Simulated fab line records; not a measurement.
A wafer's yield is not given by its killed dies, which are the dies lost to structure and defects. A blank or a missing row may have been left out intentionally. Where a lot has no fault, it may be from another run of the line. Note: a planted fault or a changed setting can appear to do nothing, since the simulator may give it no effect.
fab line records	flow rit_cmos
[record] lots = 5	wafers = 15	last_day = 7
route steps=202 shown ACTIVE@11 FOX1@20 FOX2@23 NWELL@28 PWELL@39 WELLDRIVE@50 SILICIDE@161 M1@202
lots that met no fault: taken from a fault-free run of the same line
start_h: the number of hours between the record's first day and the start of the first shown wafer of the lot	wait_h: time in hours since the lot's previous step	" identical to the entry in the row above	L1.1+2: several wafers, shown together as one row	- value missing, or start not given	* or withheld: withheld	< > ~ a bound
route shown NAME@n: NAME is a module with steps in the file, n the number in the route of the first one	usual: average and standard deviation across the fault-free wafers	same: alike in all rows	chamber/n: place in a boat	sites: the reading at each site	_std_site: their standard deviation	_edge_site: outer sites' mean less inner sites'	radius_mm: for every site, how far away it sits from the centre of the wafer	mask NAME#n: copy n	behind: the tool/chamber that last shaped the wafer	hold: what put the lot on hold/how long, in hours/how the hold closed	device: the transistor (n, p or np) that didn't switch	end of line: the route-end tests of the same wafers	a step without rows: its recipe alone	killed: dies that structure and defects cost at the first sort, which is not the same as the wafer's yield	map: the dies of a wafer, with x for killed, . for not killed, _ for no die there
set.NAME: setting as actually run; set.NAME@STEP: the setting as run at that earlier step	model.NAME: the simulator's own value behind a step, which no gauge read
lots seen at some steps along the route; tables by step, rows by wafer
services: a tool's chamber out of use, with start hour (start_h, from the record's first day; less than 0 if before it), hours out, and reason
[[steps]]
[step RIT_ACTIVE_DEVELOP_10]
[recipe] resist = NOVOLAK	develop_time_s = 50	dev_temp_c = 23
[step RIT_ACTIVE_HARDBAKE_12]
[recipe] resist = NOVOLAK	temp_c = 140	time_s = 60
[step RIT_ACTIVE_ETCH_13]
[recipe] stop_on = SiO2	chemistry = SF6	target = Si3N4	time_s = 210	over_etch_frac = 0.4	SF6_flow_sccm = 200	pressure_mtorr = 260	rf_w = 125	target_depth_a = 2100
[step RIT_ACTIVE_STRIP_14]
[recipe] chemistry = O2	time_s = 180	resist = NOVOLAK	platen_temp_c = withheld	power_w = 500	pressure_mtorr = 4000	o2_flow_sccm = 4000
[step RIT_ACTIVE_CLEAN_15]
[recipe] chemistry = SC1	mix = 3:3:50	time_s = 600	temp_c = 75
[step RIT_ACTIVE_CLEAN_16]
[recipe] chemistry = dHF	dilution = 50:1	time_s = 30
[step RIT_ACTIVE_CLEAN_17]
[recipe] chemistry = SC2	mix = 3:3:50	time_s = 600	temp_c = 75	dry = n2_spin
[step RIT_FOX1_OXIDATION_00]
[recipe] temp_c = 1100	ambient = H2O	target_thk_a = 3507	p_h2o_torr = 720	ox_time_s = 1130
[step RIT_FOX1_WET_ETCH_02]
[recipe] chemistry = BOE	target_depth_nm = 350	time_s = 390	temp_c = 21.5	dry = n2_spin	dilution = 10:1	target = SiO2
[step RIT_FOX2_OXIDATION_00]
[recipe] temp_c = 1100	ambient = H2O	target_thk_a = 3507	p_h2o_torr = 720	ox_time_s = 1130
[usual] spike_tc_centre_C = 1103.3/1.2	spike_tc_load_C = 1130.2/1.2	spike_tc_source_C = 1123/3.4	tube_center_temp_C = 1100/0.097	tube_center_temp_C_max = 1102.8/0.42	zone_power_centre_pct = 52.6/2.4
[same] ox_time_s = 1130
lot.wafer	tool	chamber	start_h	wait_h	spike_tc_centre_C	spike_tc_load_C	spike_tc_source_C	tube_center_temp_C	tube_center_temp_C_max	zone_power_centre_pct	model.SiO2_of_FOX2_OXIDATION_00.thk_nm
L671.2	furnace-01	0	53.11	0.0	1102.4	1132.0	1121	1100.1	1103.3	51.0	341.7
L671.3	"	0	"	"	1103.0	1130.0	1122	1100	1103.2	50.7	333
L671.6	"	0	"	"	1102.5	1130.5	1122	1100.1	1102.8	51.2	342.4
L677.1	furnace-01	0	83.78	0.1	1128.1	1154.4	1149	1124.9	1127.4	51.0	380.6
L677.2	"	0	"	"	1128.8	1156.4	1147	1125	1128.6	52.9	388.7
L677.3	"	0	"	"	1126.9	1156.0	1147	1124.9	1127.8	51.2	382.4
L678.1	furnace-01	0	87.86	0.0	1127.4	1155.2	1147	1124.9	1127.8	51.2	378.4
L678.2	"	0	"	"	1126.8	1156.8	1147	1124.9	1128.2	52.2	388
L678.3	"	0	"	"	1127.2	1155.9	1150	1125.2	1127.7	52.3	381.2
L681.3	furnace-01	0	102.93	0.0	1126.8	1157.0	1149	1125	1127.4	52.9	394.6
L681.4	"	0	"	"	1128.1	1157.3	1147	1125	1128.0	52.0	387.7
L681.6	"	0	"	"	1126.5	1156.9	1150	1125.1	1127.3	51.7	387
L687.1	furnace-03	0	133.71	0.0	1103.3	1127.9	1117	1100.1	1103.3	49.4	350.8
L687.4	"	0	"	"	1100.7	1129.3	1117	1099.9	1103.6	49.4	347.6
L687.5	"	0	"	"	1101.9	1130.6	1117	1100	1102.8	49.2	347.6
[step RIT_FOX2_THK_MEAS_01]
[recipe] reads = SiO2_of_FOX2_OXIDATION_00
[usual] FOX2_OXIDE_THK = 349/7.8
lot.wafer	tool	chamber	start_h	wait_h	FOX2_OXIDE_THK[nm]
L671.2	film_metro-03	-	54.43	0.0	342
L671.3	"	-	"	"	333
L671.6	"	-	"	"	342
L677.1	film_metro-03	-	85.09	0.0	381
L677.2	"	-	"	"	389
L677.3	"	-	"	"	383
L678.1	film_metro-02	-	89.17	0.0	378
L678.2	"	-	"	"	388
L678.3	"	-	"	"	381
L681.3	film_metro-03	-	104.27	0.0	395
L681.4	"	-	"	"	388
L681.6	"	-	"	"	387
L687.1	film_metro-03	-	135.03	0.0	351
L687.4	"	-	"	"	348
L687.5	"	-	"	"	347
[step RIT_FOX2_CLEAN_02]
[recipe] chemistry = dHF	dilution = 50:1	time_s = 180
[step RIT_FOX2_WET_ETCH_03]
[recipe] chemistry = H3PO4	target = Si3N4	target_depth_nm = 195	temp_c = 165	time_s = 2700
[step RIT_FOX2_THK_MEAS_90]
[recipe] reads = SiO2_of_FOX2_OXIDATION_00
[usual] FIELD_OXIDE_LEFT_1_THK = 322/7.9
lot.wafer	tool	chamber	start_h	wait_h	FIELD_OXIDE_LEFT_1_THK[nm]
L671.2	film_metro-03	-	55.38	0.0	314
L671.3	"	-	"	"	306
L671.6	"	-	"	"	315
L677.1	film_metro-04	-	86.04	0.0	353
L677.2	"	-	"	"	361
L677.3	"	-	"	"	355
L678.1	film_metro-02	-	90.05	0.0	351
L678.2	"	-	"	"	361
L678.3	"	-	"	"	354
L681.3	film_metro-03	-	105.90	0.0	367
L681.4	"	-	"	"	360
L681.6	"	-	"	"	360
L687.1	film_metro-03	-	136.67	0.0	323
L687.4	"	-	"	"	321
L687.5	"	-	"	"	320
[step RIT_NWELL_HMDS_00]
[recipe] prime_time_s = 60	prime_temp_c = 140
[step RIT_NWELL_COAT_01]
[recipe] resist = NOVOLAK	spin_rpm = 2000	resist_thk_nm = 1300
[step RIT_NWELL_SOFTBAKE_02]
[recipe] resist = NOVOLAK	temp_c = 90	time_s = 60
[step RIT_NWELL_EXPOSE_03]
[recipe] mask_id = M2	na = 0.57	target_cd_nm = 43900	dose_mj = 250
[step RIT_NWELL_PEB_04]
[recipe] resist = NOVOLAK	temp_c = withheld	time_s = withheld
[step RIT_NWELL_DEVELOP_05]
[recipe] resist = NOVOLAK	develop_time_s = 68	dev_temp_c = 23
[step RIT_NWELL_HARDBAKE_07]
[recipe] resist = NOVOLAK	temp_c = 140	time_s = 120
[step RIT_NWELL_IMPLANT_08]
[recipe] species = P	energy_kev = 170	dose_cm2 = 5e+13	tilt_deg = 7
[step RIT_NWELL_STRIP_09]
[recipe] chemistry = O2	time_s = 180	resist = NOVOLAK	platen_temp_c = withheld	power_w = 500	pressure_mtorr = 4000	o2_flow_sccm = 4000
[step RIT_PWELL_HMDS_00]
[recipe] prime_time_s = 60	prime_temp_c = 140
[step RIT_PWELL_COAT_01]
[recipe] resist = NOVOLAK	spin_rpm = 2000	resist_thk_nm = 1300
[step RIT_PWELL_SOFTBAKE_02]
[recipe] resist = NOVOLAK	temp_c = 90	time_s = 60
[step RIT_PWELL_EXPOSE_03]
[recipe] mask_id = M3	na = 0.57	target_cd_nm = 43700	dose_mj = 250
[step RIT_PWELL_PEB_04]
[recipe] resist = NOVOLAK	temp_c = withheld	time_s = withheld
[step RIT_PWELL_DEVELOP_05]
[recipe] resist = NOVOLAK	develop_time_s = 68	dev_temp_c = 23
[step RIT_PWELL_HARDBAKE_07]
[recipe] resist = NOVOLAK	temp_c = 140	time_s = 120
[step RIT_PWELL_IMPLANT_08]
[recipe] species = B	energy_kev = 170	dose_cm2 = 7e+13	tilt_deg = 7
[step RIT_PWELL_STRIP_09]
[recipe] chemistry = O2	time_s = 180	resist = NOVOLAK	platen_temp_c = withheld	power_w = 500	pressure_mtorr = 4000	o2_flow_sccm = 4000
[step RIT_WELLDRIVE_ANNEAL_00]
[recipe] temp_c = 1100	time_s = 14700	ambient = N2
[step RIT_FOX2_THK_MEAS_91]
[recipe] reads = SiO2_of_FOX2_OXIDATION_00
[usual] FIELD_OXIDE_LEFT_2_THK = 254/7.9
lot.wafer	tool	chamber	start_h	wait_h	FIELD_OXIDE_LEFT_2_THK[nm]
L671.2	film_metro-02	-	67.86	0.0	245
L671.3	"	-	"	"	237
L671.6	"	-	"	"	246
L677.1	film_metro-03	-	98.54	0.0	285
L677.2	"	-	"	"	293
L677.3	"	-	"	"	287
L678.1	film_metro-04	-	103.75	0.0	284
L678.2	"	-	"	"	294
L678.3	"	-	"	"	287
L681.3	film_metro-03	-	118.73	0.0	300
L681.4	"	-	"	"	293
L681.6	"	-	"	"	292
L687.1	film_metro-03	-	149.44	0.0	255
L687.4	"	-	"	"	252
L687.5	"	-	"	"	252
[step RIT_SILICIDE_WET_ETCH_00]
[recipe] chemistry = BOE	target = SiO2	target_depth_nm = 14	time_s = 15	dry = n2_spin	dilution = 10:1	temp_c = 21.5
lot.wafer	tool	chamber	start_h	wait_h	model.SiO2_of_FOX2_OXIDATION_00.thk_nm
L671.2	wet_bench-01	1	85.60	0.1	139.5
L671.3	"	1	"	"	130.9
L671.6	"	1	"	"	139.6
L677.1	wet_bench-03	0	118.68	0.1	179.3
L677.2	"	0	"	"	188.3
L677.3	"	0	"	"	183
L678.1	wet_bench-03	1	124.98	0.1	178.7
L678.2	"	1	"	"	188.2
L678.3	"	1	"	"	181.8
L681.3	wet_bench-03	1	137.00	0.1	194.6
L681.4	"	1	"	"	187.1
L681.6	"	1	"	"	186.9
L687.1	wet_bench-01	0	171.43	0.1	151.1
L687.4	"	0	"	"	147.1
L687.5	"	0	"	"	148.8
[step RIT_M1_PROBE_99]
[usual] killed_at_contacts = 0.1/0.32	killed_at_front_end = 7/3	killed_dies = 7/3.1	killed_on_rim = 1.9/1.5	killed_open = 3.3/1.8	killed_short = 3.6/2
[same] gross_dies = 264	killed_at_M0_to_M3 = 0	killed_at_M4_up = 0	killed_at_back_side = 0	killed_at_other = 0
lot.wafer	tool	chamber	start_h	wait_h	killed_at_contacts	killed_at_front_end	killed_dies	killed_on_rim	killed_open	killed_short	model.etest.nldd.width_nm	model.etest.pldd.width_nm	model.etest.nplus_sal.width_nm	model.etest.pplus_sal.width_nm	model.etest.pwell.rs_ohm_sq	model.etest.field_n.vt_v	model.etest.field_p.vt_v	model.etest.field_p_metal.vt_v
L671.2	prober-02	-	92.61	0.1	0	6	6	0	2	4	3209	3216	3472	3492	415.2	33.45	-12.68	-29.71
L671.3	prober-02	-	92.66	0.2	0	6	6	3	5	1	3218	3211	3463	3479	412.9	32.27	-12.74	-30.46
L671.6	prober-02	-	92.81	0.2	0	6	6	4	4	2	3208	3220	3488	3471	411.8	33.6	-12.72	-29.86
L677.1	prober-02	-	125.57	0.1	0	7	7	2	1	6	3146	3171	3432	3438	432.4	38.66	-13.27	-28.62
L677.2	prober-02	-	125.62	0.1	0	4	4	0	1	3	3141	3139	3419	3397	437.5	39.63	-13.39	-28.63
L677.3	prober-02	-	125.67	0.2	0	4	4	1	2	2	3143	3150	3421	3402	430.4	38.93	-13.25	-28.79
L678.1	prober-01	-	132.07	0.1	0	4	4	0	1	3	3150	3138	3440	3428	432.1	38.43	-13.01	-28.3
L678.2	prober-01	-	132.12	0.1	0	10	10	6	7	3	3138	3131	3436	3426	435.7	39.54	-13.4	-28.3
L678.3	prober-01	-	132.17	0.2	0	4	4	0	1	3	3149	3132	3438	3424	433.4	38.73	-13.16	-28.37
L681.3	prober-02	-	144.18	0.2	0	2	2	0	0	2	3107	3103	3398	3421	428.1	40.36	-13.44	-28.25
L681.4	prober-02	-	144.23	0.2	0	9	9	1	5	4	3116	3114	3414	3423	422.1	39.49	-13.19	-28.24
L681.6	prober-02	-	144.33	0.2	1	13	14	3	6	8	3138	3128	3400	3433	422.3	39.47	-13.19	-28.59
L687.1	prober-02	-	178.57	0.1	0	11	11	4	5	6	3162	3183	3436	3443	418.7	34.55	-12.24	-28.83
L687.4	prober-02	-	178.72	0.2	0	4	4	0	1	3	3185	3169	3456	3455	417.1	34.06	-12.26	-28.93
L687.5	prober-02	-	178.77	0.2	0	9	9	0	3	6	3165	3175	3425	3453	415	34.22	-12.31	-28.97
// killed by level:class
L671.2 GATE:geometric_particle:short=2 FOX2:geometric_particle:short=1 GATE:geometric_particle:open=1 REOX:geometric_particle:short=1 SPACER:geometric_particle:open=1
L671.3 GATE:geometric_particle:open=4 FOX1:geometric_particle:short=1 SPACER:geometric_particle:open=1
L671.6 REOX:geometric_particle:open=3 FOX1:geometric_particle:open=1 GATE:geometric_particle:short=1 REOX:geometric_particle:short=1
L677.1 FOX1:geometric_particle:short=3 FOX2:geometric_particle:short=1 GATE:geometric_particle:short=1 SPACER:geometric_particle:short=1 SILICIDE:geometric_particle:open=1
L677.2 FOX1:geometric_particle:short=2 SILICIDE:geometric_particle:open=1 SILICIDE:geometric_particle:short=1
L677.3 GATE:geometric_particle:short=1 GATE:geometric_particle:open=1 SILICIDE:geometric_particle:open=1 SILICIDE:geometric_particle:short=1
L678.1 GATE:geometric_particle:short=2 GATE:geometric_particle:open=1 REOX:geometric_particle:short=1
L678.2 GATE:geometric_particle:open=4 FOX2:geometric_particle:short=2 SPACER:geometric_particle:open=2 FOX1:geometric_particle:short=1 SILICIDE:geometric_particle:open=1
L678.3 FOX1:geometric_particle:short=1 FOX2:geometric_particle:short=1 SPACER:geometric_particle:short=1 SILICIDE:geometric_particle:open=1
L681.3 SPACER:geometric_particle:short=1 SILICIDE:geometric_particle:short=1
L681.4 SILICIDE:geometric_particle:short=3 SILICIDE:geometric_particle:open=3 FOX1:geometric_particle:open=1 FOX1:geometric_particle:short=1 REOX:geometric_particle:open=1
L681.6 GATE:geometric_particle:open=4 GATE:geometric_particle:short=4 FOX1:geometric_particle:short=1 REOX:geometric_particle:short=1 REOX:geometric_particle:open=1 SILICIDE:geometric_particle:open=1 SILICIDE:geometric_particle:short=1 CONTACT:geometric_particle:short=1
L687.1 REOX:geometric_particle:short=3 GATE:geometric_particle:short=2 REOX:geometric_particle:open=2 SILICIDE:geometric_particle:open=2 GATE:geometric_particle:open=1 SILICIDE:geometric_particle:short=1
L687.4 FOX1:geometric_particle:short=1 GATE:geometric_particle:short=1 SILICIDE:geometric_particle:short=1 SILICIDE:geometric_particle:open=1
L687.5 FOX1:geometric_particle:short=4 SILICIDE:geometric_particle:open=2 GATE:geometric_particle:short=1 REOX:geometric_particle:open=1 SILICIDE:geometric_particle:short=1
[[services]]
tool	chamber	start_h	hours	kind
furnace-01	-	59.51	4.3	pm
furnace-03	-	129.58	2.6	pm
wet_bench-01	-	139.09	1.1	repair
furnace-03	-	155.16	3.8	pm
[[key]]
[first_sign] step = RIT_FOX2_OXIDATION_00	reading = tube_center_temp_C	direction = up	sigmas = 99+	usual = *	struck = *
[effect] step = RIT_FOX2_OXIDATION_00	reading = tube_center_temp_C_max	direction = up	sigmas = 60	usual = *	struck = *
[effect] step = RIT_FOX2_THK_MEAS_01	reading = FOX2_OXIDE_THK	direction = up	sigmas = 4.6	usual = 349	struck = 386
[effect] step = RIT_FOX2_THK_MEAS_90	reading = FIELD_OXIDE_LEFT_1_THK	direction = up	sigmas = 4.6	usual = 322	struck = 358
[effect] step = RIT_FOX2_THK_MEAS_91	reading = FIELD_OXIDE_LEFT_2_THK	direction = up	sigmas = 4.6	usual = 254	struck = 290
[model_effect] step = RIT_FOX2_OXIDATION_00	value = SiO2_of_FOX2_OXIDATION_00.thk_nm	without = 346.6	struck = 385.4
[model_effect] step = RIT_SILICIDE_WET_ETCH_00	value = SiO2_of_FOX2_OXIDATION_00.thk_nm	without = 146.5	struck = 185.3
[model_effect] step = RIT_M1_PROBE_99	value = etest.nldd.width_nm	without = 3186	struck = 3136
met_at RIT_FOX2_OXIDATION_00
struck_wafers L677.1,L677.2,L677.3,L678.1,L678.2,L678.3,L681.3,L681.4,L681.6
tester_left_out L677,L678,L681
onset_between 53.11 83.78
[fault] kind = process_parameter_drift	tool = furnace-01	chamber = -	onset_h = 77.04	steps = RIT_FOX2_OXIDATION_00	channel = temp_c	offset = *	shape = step	end_h = 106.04	acts_in = *	stated = *
// tester_left_out: of these lots the tester's yield and bins aren't shown, on N5 and GAA mostly nor the transistor test; their killed dies are dies lost to structure and defects alone, not to doping, threshold or leakage, so they don't give the yield
